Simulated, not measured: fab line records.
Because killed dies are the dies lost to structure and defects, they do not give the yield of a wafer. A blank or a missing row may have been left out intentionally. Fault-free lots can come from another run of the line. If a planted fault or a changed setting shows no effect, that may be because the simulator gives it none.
fab line records / flow ritCmos
[record] lots = 13 wafers = 39 lastDay = 8
route steps=202 shown SILICIDE@161 M1@202
lots untouched by any fault: they come from a run of this same line in which no faults occurred
startH: hours from the record's first day to the start of the lot's first wafer shown / waitH: hours from the lot's prior step to this one / " the same as in the row above / L1.1+2: one row covering several wafers at once / - value missing, or start not given / * or withheld: withheld / < > ~ a bound
route shown NAME@n: a module of which the file shows steps, and the number in the route of the first / usual: mean/standard deviation taken from wafers without a fault / same: alike in all rows / chamber/n: place in a boat / sites: the reading at each site / _std_site: their standard deviation / _edge_site: mean of outer sites minus mean of inner sites / radiusMm: how far each site lies from the wafer's centre / mask NAME#n: copy n / behind: tool/chamber where the wafer was last shaped / hold: why the lot was held/for how many hours/how that ended / device: transistor that didn't switch, given as n, p or np / end of line: tests of these same wafers at the route's end / for a step that has no rows: nothing shown but its recipe / killed: at the first sort, the dies lost to defects and structure; wafer yield is something else / map: a wafer's dies, x killed, . not, _ none there
set.NAME: the setting the step ran with; set.NAME@STEP: the setting that earlier step ran with / model.NAME: the simulator's own value behind a step, which no gauge read
route steps across a sampled set of lots; one table per step, one row per wafer
[[steps]]
[step RIT_SILICIDE_WET_ETCH_00]
[recipe] chemistry = BOE target = SiO2 targetDepthNm = 14 timeS = 15 dry = n2Spin dilution = 10:1 tempC = 21.5
lot.wafer=L906.2+3+6 tool=wetBench-03 chamber=0 startH=66.09 waitH=0.1
lot.wafer=L907.1+3+5 tool=wetBench-03 chamber=3 startH=68.71 waitH=0.1
lot.wafer=L909.3+4+5 tool=wetBench-01 chamber=0 startH=81.99 waitH=0.1
lot.wafer=L910.1+4+5 tool=wetBench-03 chamber=0 startH=84.96 waitH=0.1
lot.wafer=L911.1+2+5 tool=wetBench-01 chamber=2 startH=95.82 waitH=0.1
lot.wafer=L912.1+5+6 tool=wetBench-02 chamber=2 startH=97.91 waitH=0.1
lot.wafer=L919.4+5+6 tool=wetBench-01 chamber=1 startH=145.80 waitH=0.0
lot.wafer=L920.2+5+6 tool=wetBench-01 chamber=3 startH=147.61 waitH=0.1
lot.wafer=L923.1+3+4 tool=wetBench-02 chamber=1 startH=165.06 waitH=0.1
lot.wafer=L924.4+5+6 tool=wetBench-02 chamber=3 startH=167.10 waitH=0.0
lot.wafer=L926.1+4+6 tool=wetBench-01 chamber=2 startH=172.08 waitH=0.1
lot.wafer=L925.1+3+6 tool=wetBench-01 chamber=3 startH=173.61 waitH=0.1
lot.wafer=L927.1+2+5 tool=wetBench-03 chamber=3 startH=177.69 waitH=0.1
[step RIT_M1_PROBE_99]
[usual] killedAtContacts = 0.0/0.2 killedAtFrontEnd = 7.0/2.8 killedDies = 7.0/2.8 killedOpen = 3.4/1.9 killedShort = 3.6/2
[same] grossDies = 264 killed_at_M0_to_M3 = 0 killed_at_M4_up = 0 killedAtBackSide = 0 killedAtOther = 0
lot.wafer=L910.1 tool=prober-02 chamber=- startH=92.18 waitH=0.1 killedAtContacts=0 killedAtFrontEnd=34 killedDies=34 killedOpen=4 killedShort=4
lot.wafer=L910.4 tool=prober-02 chamber=- startH=92.33 waitH=0.2 killedAtContacts=0 killedAtFrontEnd=29 killedDies=29 killedOpen=3 killedShort=1
lot.wafer=L910.5 tool=prober-02 chamber=- startH=92.38 waitH=0.2 killedAtContacts=0 killedAtFrontEnd=35 killedDies=35 killedOpen=1 killedShort=4
lot.wafer=L923.1 tool=prober-01 chamber=- startH=171.97 waitH=0.1 killedAtContacts=0 killedAtFrontEnd=7 killedDies=7 killedOpen=4 killedShort=3
lot.wafer=L923.3 tool=prober-01 chamber=- startH=172.07 waitH=0.2 killedAtContacts=0 killedAtFrontEnd=7 killedDies=7 killedOpen=5 killedShort=2
lot.wafer=L923.4 tool=prober-01 chamber=- startH=172.12 waitH=0.2 killedAtContacts=0 killedAtFrontEnd=5 killedDies=5 killedOpen=3 killedShort=2
// killed by level:class
L910.1 SILICIDE:unspecified=26 GATE:geometricParticle:short=3 FOX1:geometricParticle:open=1 FOX1:geometricParticle:short=1 REOX:geometricParticle:open=1 SPACER:geometricParticle:open=1 SILICIDE:geometricParticle:open=1
L910.4 SILICIDE:unspecified=25 GATE:geometricParticle:open=1 SPACER:geometricParticle:open=1 SPACER:geometricParticle:short=1 SILICIDE:geometricParticle:open=1
L910.5 SILICIDE:unspecified=30 GATE:geometricParticle:short=3 GATE:geometricParticle:open=1 SILICIDE:geometricParticle:short=1
L923.1 GATE:geometricParticle:open=3 REOX:geometricParticle:short=2 FOX1:geometricParticle:short=1 SPACER:geometricParticle:open=1
L923.3 GATE:geometricParticle:open=2 SILICIDE:geometricParticle:open=2 FOX2:geometricParticle:open=1 GATE:geometricParticle:short=1 REOX:geometricParticle:short=1
L923.4 SILICIDE:geometricParticle:open=2 GATE:geometricParticle:short=1 REOX:geometricParticle:short=1 REOX:geometricParticle:open=1
[[key]]
[firstSign] step = RIT_M1_PROBE_99 reading = killedAtFrontEnd direction = up sigmas = 9.2 usual = 7.0 struck = 32.7
[effect] step = RIT_M1_PROBE_99 reading = killedDies direction = up sigmas = 9.1 usual = 7.0 struck = 32.7
metAt RIT_SILICIDE_WET_ETCH_00
struckLots L910
struckWafers L910.1,L910.4,L910.5
testerLeftOut L910
onsetBetween 66.09 84.96
[fault] kind = chamberParticleSource tool = wetBench-03 chamber = 0 onsetH = 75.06 steps = RIT_SILICIDE_WET_ETCH_00 ratePerVisitCm2 = 0.50797 endH = 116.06
// testerLeftOut: of these lots the tester's yield and bins aren't shown, on N5 and GAA mostly nor the transistor test; their killed dies are dies lost to structure and defects alone, not to doping, threshold or leakage, so they don't give the yield
